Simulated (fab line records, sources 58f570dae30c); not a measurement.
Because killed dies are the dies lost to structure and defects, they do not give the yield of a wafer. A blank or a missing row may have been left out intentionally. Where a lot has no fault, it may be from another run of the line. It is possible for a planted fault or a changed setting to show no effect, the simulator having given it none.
Chamber matching :: flow berkeley cmos170 :: rie diel-03 running UCB170_PWELL_ETCH_14: 4 sister chambers
The step etches Si3N4 in CH3F/Ar/O2, stops on SiO2, target depth 242 nm, time 151 s. 4 wafers are shown with their chamber, then 10 later ones without.

## WAFERS, EACH WITH ITS CHAMBER
wafer: L865.2
chamber: 1
drypump motor current A (A): 6.3

wafer: L865.6
chamber: 3
drypump motor current A (A): 5.3

wafer: L866.3
chamber: 0
drypump motor current A (A): 5.6

wafer: L866.4
chamber: 2
drypump motor current A (A): 5.8

## WAFERS WHOSE CHAMBER IS MISSING
wafer: L866.6
drypump motor current A (A): 5.6

wafer: L867.1
drypump motor current A (A): 5.6

wafer: L867.3
drypump motor current A (A): 5.7

wafer: L867.5
drypump motor current A (A): 5.3

wafer: L869.2
drypump motor current A (A): 5.8

wafer: L869.3
drypump motor current A (A): 5.3

wafer: L869.5
drypump motor current A (A): 6.4

wafer: L872.1
drypump motor current A (A): 6.4

wafer: L872.4
drypump motor current A (A): 5.6

wafer: L872.5
drypump motor current A (A): 5.6

## WHICH CHAMBER EACH ONE RAN IN
wafer: L866.6
from the rows above: 0
in truth: 0

wafer: L867.1
from the rows above: 0
in truth: 0

wafer: L867.3
from the rows above: can't be placed: 2 or 0
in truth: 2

wafer: L867.5
from the rows above: 3
in truth: 3

wafer: L869.2
from the rows above: 2
in truth: 2

wafer: L869.3
from the rows above: 3
in truth: 3

wafer: L869.5
from the rows above: 1
in truth: 1

wafer: L872.1
from the rows above: 1
in truth: 1

wafer: L872.4
from the rows above: 0
in truth: 0

wafer: L872.5
from the rows above: 0
in truth: 0
9 of 10 placed correctly. Cannot be placed on the basis of these rows: 1; the candidates contain the true chamber in 1. Number placed wrongly: 0.
How it was worked out, from the rows above alone: a wafer's distance from a chamber is the root of the sum, over the readings, of the square of ((its reading less the chamber's mean) divided by the reading's scatter). The wafer belongs to the nearest chamber; if the next one is less than 2 further off, it can't be placed. For every chamber, the mean is computed from those of its wafers that are shown. The scatter (one wafer shown for each chamber): square how far every hidden wafer sits from the nearest shown wafer, average those squares and take the square root.
